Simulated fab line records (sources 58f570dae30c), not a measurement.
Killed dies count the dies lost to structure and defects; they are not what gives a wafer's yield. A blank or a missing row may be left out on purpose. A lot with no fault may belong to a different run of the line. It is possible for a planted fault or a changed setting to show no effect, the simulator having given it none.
One fault through the eyes of 2 desks | flow berkeley-cmos170 | every desk sees just its own numbers, and what lay behind them comes last

## AT THE METROLOGY DESK
What the gauges read for every lot (on any tool): the sampled wafers with a number, averaged. A lot is out of limits, marked OUT, if its mean lies more than 4 standard deviations from the usual mean; the brackets give that distance.
Columns: A = M1_AL_RS at UCB170_M1_RS_MEAS_01, usual 0.0485 ohm/sq; B = M1_AL_THK at UCB170_M1_THK_MEAS_02, usual 601 nm; C = cd-nm at UCB170_M1_CD_MEAS_09, usual 699.7 nm
lot  | first seen here | A                | B             | C
L804 | day 7 14:52     | 0.0478           | 613           | 699.7
L806 | day 8 02:08     | 0.0484           | 598           | 700.1
L805 | day 8 02:22     | 0.0486           | 600           | 701.4
L808 | day 8 21:57     | 0.0497           | 589           | 698.1
L813 | day 9 07:23     | 0.0419 (-13) OUT | 736 (+20) OUT | 700.8
L819 | day 10 10:19    | 0.0484           | 606           | 698.4
L817 | day 10 12:33    | 0.0481           | 605           | 697.7
L816 | day 10 12:48    | 0.0485           | 603           | 699.5
L815 | day 10 13:28    | 0.0416 (-13) OUT | 747 (+21) OUT | 697.5
L818 | day 10 13:52    | 0.0490           | 597           | 700.4
L822 | day 11 10:51    | 0.0486           | 602           | 703.1
L823 | day 11 11:34    | 0.0484           | 603           | 700.3
L825 | day 11 23:01    | 0.0480           | 610           | 698.4
L827 | day 12 09:38    | 0.0487           | 593           | 700.0
This desk's finding: out of limits on L813, L815; first on L813, day 9 07:23 (M1_AL_RS at UCB170_M1_RS_MEAS_01). In limits: L804, L806, L805, L808, L819, L817, L816, L818, L822, L823, L825, L827.

## DESK OF THE TOOL OWNER: pvd-sputter-03
The tool's own readings at UCB170_M1_SPUTTER_00 (material Al, target thk 600 nm, time 80 s): means of the sampled wafers that have a number, for each lot that ran on this tool. A lot is out of limits, marked OUT, if its mean lies more than 4 standard deviations from the usual mean; the brackets give that distance.
Columns: A = cathode-dc-power-W at UCB170_M1_SPUTTER_00, usual 6000.1 W; B = throttle-valve-pct at UCB170_M1_SPUTTER_00, usual 30.0 %
lot  | first seen here | A      | B
L805 | day 8 02:17     | 5999.6 | 30.4
L813 | day 9 07:18     | 6001.4 | 29.7
L815 | day 10 13:22    | 6000.8 | 30.1
This desk's verdict: no lot among the 3 shows anything out of limits.

## TAKEN TOGETHER
On L813, L815, the metrology desk was in a position to raise an alarm at day 9 07:23.
Nothing out of limits was seen by the tool owner's desk.
Tool owner's desk: L813, L815 on record, inside its limits.
On pvd-sputter-03, each named lot ran UCB170_M1_SPUTTER_00.

## WHAT THE SIMULATOR PUT IN
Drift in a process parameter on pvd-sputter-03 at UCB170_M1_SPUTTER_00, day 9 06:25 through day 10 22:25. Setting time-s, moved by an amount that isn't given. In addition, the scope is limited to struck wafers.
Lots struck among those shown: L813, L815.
Hours from the fault's start to each desk's first reading out of limits: the metrology desk, 1.
